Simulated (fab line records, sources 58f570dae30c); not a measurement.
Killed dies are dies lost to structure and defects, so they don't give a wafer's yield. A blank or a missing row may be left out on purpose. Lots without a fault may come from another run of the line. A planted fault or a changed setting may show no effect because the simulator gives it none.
Problem report in the 8D (eight disciplines) form, filled by code | flow berkeley_cmos170 | the parts of the form that need people (team, actions taken, sign-off) are left out

1. THE PROBLEM
cathode_dc_power_W at UCB170_M2_SPUTTER_01 reads a mean of 5843.9 W on 6 wafers of 2 lots; wafers without a fault read 6000.1 W with a standard deviation of 1.1. That is -99 or more standard deviations from the usual mean.
The step: material Al, target thk 900 nm, time 120 s.
First seen on wafer L972.4, day 10 23:48, on pvd_sputter-01. The record holds 42 wafers of 14 lots with a number at this step. Rule for "out", or "out of limits": more than 4 standard deviations from the usual mean. The other wafers with a number count as sound.

2. WHAT IT IS AND WHAT IT IS NOT
question                    | is                     | is not
which readings at this step | cathode_dc_power_W     | -
which lots                  | L972, L977             | L958, L959, L960, L961, L965, L966, L967, L970, L976, L978, L980, L981
which wafers of those lots  | all that have a number | -
read on which tools         | pvd_sputter-01         | pvd_sputter-02, pvd_sputter-04
when                        | from day 10 23:48      | up to then (24 sound wafers); but 12 sound wafers of L976, L978, L980, L981 came after

3. SUSPECTS, AND WHAT RULES EACH OUT
Counting: a tool at a process step up to the reading stays a suspect if it ran every lot that is out and no sound lot after the first of them.
- pvd_sputter-01 at UCB170_M2_SPUTTER_01 (material Al, target thk 900 nm, time 120 s): kept. It ran every lot that is out, first L972 (day 10 23:48), and no sound lot after that; its last sound lot up to then is L965 (day 9 09:15). Its own readings are out on those wafers: cathode_dc_power_W.
Left after counting: pvd_sputter-01 at UCB170_M2_SPUTTER_01.

4. THE CAUSE (what the simulator had put in)
Process parameter drift: pvd_sputter-01, from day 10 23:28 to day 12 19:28, at UCB170_M2_SPUTTER_01. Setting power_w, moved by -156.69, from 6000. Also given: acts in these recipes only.
Counting left only this tool.

5. THE CHAIN OF EFFECTS, in route order
Each row: a reading whose mean over the struck wafers that have a number lies more than 3 standard deviations from the usual. Only readings for which the record gives a usual standard deviation are gone through. hours: the time from each lot's start at the first step in this table that gives one to its start at this step, as a median over the lots. sigmas: the change in usual standard deviations.
hours | step                 | reading            | usual    | on struck wafers | change | sigmas
0     | UCB170_M2_SPUTTER_01 | cathode_dc_power_W | 6000.1 W | 5843.9           | -156.2 | -99 or more
The process steps in it:
- UCB170_M2_SPUTTER_01: material Al, target thk 900 nm, time 120 s.
Later measuring or inspecting steps at which every struck wafer that the step has a row for has a number for every such reading, and none has moved that far: UCB170_V2_THK_MEAS_04.

6. WHAT WOULD HAVE CAUGHT IT SOONER
In this record the first reading out of limits was taken at day 10 23:48, 0 hours after the fault began at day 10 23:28.
